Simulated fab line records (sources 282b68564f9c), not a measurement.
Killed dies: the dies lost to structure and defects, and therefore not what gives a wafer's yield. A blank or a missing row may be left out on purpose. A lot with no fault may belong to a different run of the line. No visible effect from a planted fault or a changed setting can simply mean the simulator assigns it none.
Which of the tools did it? :: flow ritCmos :: 18 wafers from 6 lots sampled at 2 of the route's 202 steps

== WHAT THE GAUGES READ, wafer by wafer ==
RIT_M1_CD_MEAS_09 targets a cd of 2600 nm.
lot: L850
measured: day 3 13:23
on: cdSem-01
cdNm (nm): 2601.7 2601.3 2599.8

lot: L859
measured: day 5 13:07
on: cdSem-01
cdNm (nm): 2600.9 2601.5 2597.5

lot: L861
measured: day 5 22:43
on: cdSem-01
cdNm (nm): 2603.5 2602.4 2602.5

lot: L864
measured: day 6 13:44
on: cdSem-02
cdNm (nm): 2597.4 2597.4 2598.1

lot: L868
measured: day 7 08:48
on: cdSem-01
cdNm (nm): 2602.6 2599.4 2600.3

lot: L871
measured: day 8 01:25
on: cdSem-01
cdNm (nm): 2598.1 2599.1 2597.8

== WHICH TOOL RAN EACH LOT (tool, then ch and the chambers of the sampled wafers, then the start) ==
lot: L850
RIT_M1_SPUTTER_00: pvdSputter-03, day 3 11:50

lot: L859
RIT_M1_SPUTTER_00: pvdSputter-02, day 5 11:46

lot: L861
RIT_M1_SPUTTER_00: pvdSputter-02, day 5 21:16

lot: L864
RIT_M1_SPUTTER_00: pvdSputter-03, day 6 12:20

lot: L868
RIT_M1_SPUTTER_00: pvdSputter-04, day 7 07:26

lot: L871
RIT_M1_SPUTTER_00: pvdSputter-02, day 7 23:56
- RIT_M1_SPUTTER_00: material Al, target thk 400 nm, time 500 s.

== THE ANSWER, worked out from the rows above alone ==
Rule: usual is defined by the lots themselves. The widest of any qualifying gaps counts: lots, ordered by their means at a reading, are off when they make up no more than a third of the lots, leave a main group of 4 or more, and stand apart from it by 3 or more times the standard deviation of that group's means. If all means in a main group match to the digits the tables above print for the reading, that group is not used. A lot without any number at a reading at which 4 lots or more have one is off too. Any other lot the step has rows for is counted as sound.
Across all readings shown, no lot is off: no conclusion can be drawn from this.

== WHAT THE SIMULATOR PUT IN ==
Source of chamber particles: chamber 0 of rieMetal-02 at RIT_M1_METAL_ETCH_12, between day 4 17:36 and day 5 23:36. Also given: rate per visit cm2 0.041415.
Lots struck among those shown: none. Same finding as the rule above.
